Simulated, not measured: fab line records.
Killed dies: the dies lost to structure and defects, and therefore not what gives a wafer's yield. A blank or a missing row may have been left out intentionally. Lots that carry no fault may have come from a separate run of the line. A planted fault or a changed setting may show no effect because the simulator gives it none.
A single fault, viewed from 2 desks -- flow berkeley_cmos170 -- each desk has only its own numbers; what lay behind them comes last

== DESK OF THE TOOL OWNER: litho_track-02 ==
The tool's own readings at UCB170_NWELL_HMDS_06 (prime time 60 s): means of the sampled wafers that have a number, for each lot that ran on this tool. If a lot's mean is further than 4 standard deviations from the usual mean, the lot is out of limits and carries the mark OUT (the distance appears in the brackets).
Columns: A = chill_plate_temp_C at UCB170_NWELL_HMDS_06, usual 23.01 C; B = prime_temp_c at UCB170_NWELL_HMDS_06, usual 100.01 C; C = resist_line_temp_C at UCB170_NWELL_HMDS_06, usual 22.99 C
lot,first seen here,A,B,C
L464,day 2 20:20,22.95,100.06,22.92
L467,day 3 09:29,22.99,100.13,23.14
L472,day 4 01:43,23.15,97.01 (-23) OUT,23.18
L473,day 4 12:59,22.98,97.20 (-22) OUT,22.86
This desk's finding: out of limits on L472, L473; first on L472, day 4 01:43 (prime_temp_c at UCB170_NWELL_HMDS_06). In limits: L464, L467.

== FROM THE METROLOGY DESK ==
Lot by lot, what the gauges showed, no matter which tool ran the lot: averages of those sampled wafers that carry a number. If a lot's mean is further than 4 standard deviations from the usual mean, the lot is out of limits and carries the mark OUT (the distance appears in the brackets).
Columns: A = NWELL_NITRIDE_THK at UCB170_NWELL_THK_MEAS_05, usual 223.2 nm
lot,first seen here,A
L463,day 2 06:05,222.5
L464,day 2 19:58,225.1
L466,day 2 23:41,227.2
L467,day 3 09:26,226.1
L468,day 3 09:26,224.8
L472,day 4 01:29,223.8
L473,day 4 12:55,220.5
L475,day 5 00:14,216.7
L476,day 5 04:02,221.8
L477,day 5 12:47,223.5
L481,day 6 04:05,223.4
L483,day 6 10:11,220.5
L485,day 6 18:29,223.7
L486,day 7 03:26,226.7
This desk's verdict: no lot among the 14 shows anything out of limits.

== BROUGHT TOGETHER ==
The tool owner's desk had the chance to raise an alarm at day 4 01:43 on L472, L473.
Nothing out of limits was seen by the metrology desk.
The metrology desk has L472, L473 on record, within its limits.
Every lot named ran UCB170_NWELL_HMDS_06 on litho_track-02.

== WHAT HAD BEEN PUT IN BY THE SIMULATOR ==
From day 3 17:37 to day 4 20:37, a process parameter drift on litho_track-02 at UCB170_NWELL_HMDS_06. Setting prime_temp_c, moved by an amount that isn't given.
Shown lots that were struck: L472, L473.
How many hours passed from the start of the fault until each desk's first out-of-limits reading: the tool owner's desk, 8.
